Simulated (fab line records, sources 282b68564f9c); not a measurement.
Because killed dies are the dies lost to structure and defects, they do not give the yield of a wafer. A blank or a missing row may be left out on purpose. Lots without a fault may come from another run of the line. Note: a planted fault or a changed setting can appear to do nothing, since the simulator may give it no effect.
The tool behind it: which one? + flow ritCmos + 42 wafers from 14 lots sampled at 2 of the route's 202 steps

WHAT THE GAUGES SHOWED, per wafer
RIT_GATE_THK_MEAS_07. Usual: for GATE_OXIDE_THK the level is 3.05 nm and the standard deviation is 0.073.
| lot  | measured    | on           | GATE_OXIDE_THK (nm) | flag |
|------|-------------|--------------|---------------------|------|
| L115 | day 2 22:10 | filmMetro-04 | 2.99 2.97 2.99      |      |
| L117 | day 3 06:14 | filmMetro-02 | 3.06 3.00 2.99      |      |
| L118 | day 3 14:31 | filmMetro-02 | 3.05 3.07 3.14      |      |
| L120 | day 3 21:17 | filmMetro-02 | 3.10 3.08 3.13      |      |
| L121 | day 4 01:10 | filmMetro-04 | 3.11 3.17 3.02      |      |
| L122 | day 4 06:13 | filmMetro-04 | 2.95 2.99 3.02      |      |
| L124 | day 4 14:19 | filmMetro-03 | 2.95 2.98 2.92      |      |
| L126 | day 4 22:53 | filmMetro-04 | 3.11 3.16 3.09      |      |
| L127 | day 5 04:12 | filmMetro-02 | 3.04 3.10 3.14      |      |
| L128 | day 5 12:49 | filmMetro-04 | 3.09 3.07 3.02      |      |
| L129 | day 5 15:26 | filmMetro-04 | 3.08 3.02 3.03      |      |
| L131 | day 6 01:10 | filmMetro-03 | 2.98 3.09 3.01      |      |
| L136 | day 7 01:50 | filmMetro-04 | 3.58 3.66 3.59      | OFF  |
| L137 | day 7 10:31 | filmMetro-02 | 3.60 3.55 3.55      | OFF  |

EACH LOT AND THE TOOL THAT RAN IT (in order: tool; ch and the chambers of the sampled wafers; start)
| lot  | RIT_GATE_OXIDATION_05        |
|------|------------------------------|
| L115 | furnace-04 ch 0, day 2 16:23 |
| L117 | furnace-01 ch 0, day 3 04:54 |
| L118 | furnace-01 ch 0, day 3 11:09 |
| L120 | furnace-01 ch 0, day 3 18:38 |
| L121 | furnace-01 ch 0, day 3 23:49 |
| L122 | furnace-01 ch 0, day 4 03:41 |
| L124 | furnace-03 ch 0, day 4 12:59 |
| L126 | furnace-01 ch 0, day 4 21:32 |
| L127 | furnace-04 ch 0, day 5 02:52 |
| L128 | furnace-01 ch 0, day 5 08:56 |
| L129 | furnace-03 ch 0, day 5 13:38 |
| L131 | furnace-03 ch 0, day 5 23:04 |
| L136 | furnace-01 ch 0, day 6 23:45 |
| L137 | furnace-01 ch 0, day 7 06:51 |
- RIT_GATE_OXIDATION_05: target thk 3 nm, ox time 270 s.

WHAT THE TOOLS THEMSELVES READ (means of the sampled wafers that have a number; where no wafer has one, the mark that the record gives instead)
The record holds no such reading with a usual standard deviation.

THE ANSWER, worked out from the rows above alone
Rule: lot off if the mean of its wafers having a number is beyond 3 standard deviations from the usual mean. A lot without any number at a reading at which 4 lots or more have one is off too. Any other lot the step has rows for is counted as sound. After the gauges, taken in route order, come the tools' own readings; for these a lot's mean is taken, as printed above. The first step at which some lot is off is used, and at that step the reading that is off furthest; a lot without a number counts as furthest.
Off: L136, L137, seen at RIT_GATE_THK_MEAS_07 (GATE_OXIDE_THK).
If a tool, at a process step before that reading, ran all the lots that are off and no sound lot after the first of them, it fits. Gauges at RIT_GATE_THK_MEAS_07: tried the same way as those tools. One fits: furnace-01 at RIT_GATE_OXIDATION_05. A fault onset in the window from L128 (day 5 08:56, its last sound lot) to L136 (day 6 23:45, its first lot off) fits.

WHAT WAS PUT IN BY THE SIMULATOR
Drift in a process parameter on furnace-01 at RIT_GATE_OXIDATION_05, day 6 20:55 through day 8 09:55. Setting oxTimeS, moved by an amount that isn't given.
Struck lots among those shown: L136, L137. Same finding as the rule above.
